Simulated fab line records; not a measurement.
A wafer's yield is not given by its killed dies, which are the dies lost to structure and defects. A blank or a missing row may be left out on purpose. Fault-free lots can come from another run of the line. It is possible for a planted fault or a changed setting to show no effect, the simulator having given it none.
A lot that was struck, set against a sound lot + flow ritCmos + 17 out of 202 route steps
Sound: the wafers L151.1, L151.2, L151.3. Wafers L153.2, L153.3, L153.6 were the ones struck. Last of all comes the cause.
Each step with rows lists, per side, the tool, then ch with its chambers, then its first start. Under that, the readings that differ: sound wafers + struck wafers + difference of the means + sigmas: that difference in standard deviations of wafers without a fault.
alike: readings with means less than 2 such deviations apart, plus words and numbers identical on both sides. not compared: withheld readings, readings lacking a value on some wafer, bounds such as >300 that could conceal the same value, and numbers that have no deviation in the record and whose values overlap.
A row with sigmas, a row that says differs or no value, or rows on one side alone: a step with any of these is where the two part. When numbers do not overlap yet have no deviation, they are printed without sigmas and do not part them. Lack of a reading on every wafer of one side parts them only where that side has two or more wafers.

first, 2 steps without rows for these wafers: RIT_NRETRO_HARDBAKE_07 (time 120 s); RIT_NRETRO_IMPLANT_08.
RIT_NRETRO_STRIP_09: strips in O2, time 180 s.
  sound on plasmaAsher-03 ch 0,1, day 4 10:28; struck on plasmaAsher-04 ch 0,1, day 4 19:22
| reading                  | sound       | struck      | difference | sigmas |
|--------------------------|-------------|-------------|------------|--------|
| drypumpMotorCurrentA (A) | 5.2 5.3 5.3 | 5.8 5.9 5.9 | +0.6       | +2     |
  not compared: rfHoursCounterH
RIT_NRETRO_TW_MEAS_10:
  sound on filmMetro-03 at day 4 10:38; struck on filmMetro-03 at day 4 19:34
  alike: NRETRO_TW
then, 6 steps without rows for these wafers: RIT_PRETRO_HMDS_00 (prime time 60 s); RIT_PRETRO_COAT_01 (resist thk 1300 nm); RIT_PRETRO_SOFTBAKE_02 (time 60 s); RIT_PRETRO_EXPOSE_03 (exposes mask M5, target cd 43700 nm); RIT_PRETRO_PEB_04; RIT_PRETRO_DEVELOP_05 (develop time 68 s).
RIT_PRETRO_OVL_MEAS_06:
  sound on overlay-02 at day 4 11:42; struck on overlay-01 at day 4 20:34
  alike: PRETRO_OVL
then, 1 step without rows for these wafers: RIT_PRETRO_HARDBAKE_07 (time 120 s).
RIT_PRETRO_IMPLANT_08:
  sound on implanter-01 ch 0, day 4 12:01; struck on implanter-01 ch 0, day 4 20:52
| reading                  | sound                | struck               | difference | sigmas      |
|--------------------------|----------------------|----------------------|------------|-------------|
| beamEnergyKeV            | 45.006 44.998 44.995 | 34.857 34.870 34.871 | -10.134    | -99 or more |
| model.implant.rpNm (nm)  | 141.8 141.8 141.8    | 115 115 115          | -27        |             |
| model.implant.drpNm (nm) | 55.07 55.07 55.07    | 47.4 47.4 47.4       | -7.7       |             |
  alike: endStationPressureTorr
RIT_PRETRO_STRIP_09: strips in O2, time 180 s.
  sound on plasmaAsher-03 ch 0,1, day 4 12:10; struck on plasmaAsher-01 ch 0,1, day 4 20:59
  alike: drypumpMotorCurrentA
  not compared: rfHoursCounterH
RIT_PRETRO_TW_MEAS_10:
  sound on filmMetro-03 at day 4 12:21; struck on filmMetro-04 at day 4 21:11
| reading   | sound       | struck      | difference | sigmas |
|-----------|-------------|-------------|------------|--------|
| PRETRO_TW | 472 474 473 | 452 454 455 | -19        | -5     |
then, 1 step without rows for these wafers: RIT_GATE_WET_ETCH_00 (etches SiO2 in BOE, target depth 56 nm, time 62.62 s).
RIT_M1_PROBE_99:
  sound on prober-01 at day 5 17:40; struck on prober-01 at day 6 01:44
| reading                           | sound               | struck              | difference | sigmas |
|-----------------------------------|---------------------|---------------------|------------|--------|
| model.etest.nmos_0p3.rOnOhmUm     | 2191 2206 2241      | 2328 2269 2243      | +67        |        |
| model.etest.nmosTurned.driveUaUm  | 308.9 306.1 309.9   | 286.4 283.2 296.1   | -19.7      |        |
| model.etest.nmos_0p3.driveUaUm    | 212 213.7 213.2     | 200.5 202.5 207.9   | -9.3       |        |
| model.etest.nmos_0p15.offLog10AUm | -10.8 -10.85 -10.72 | -10.95 -11.24 -10.9 | -0.24      |        |
  alike: killedAtContacts, killedAtFrontEnd, killedDies, killedOpen, killedShort
  not compared: model.etest.nmos_0p15.driveUaUm, model.etest.nmosNarrow.driveUaUm, model.etest.nmos_0p15.swingMvDec, model.etest.retroEdgeNmos.offLog10AUm

## WHERE THEY PART
Earliest at RIT_NRETRO_STRIP_09; latest, in this record, at RIT_PRETRO_TW_MEAS_10. Later steps at which nothing parts them and some readings are alike: RIT_M1_PROBE_99.

WHY: what the simulator had put in
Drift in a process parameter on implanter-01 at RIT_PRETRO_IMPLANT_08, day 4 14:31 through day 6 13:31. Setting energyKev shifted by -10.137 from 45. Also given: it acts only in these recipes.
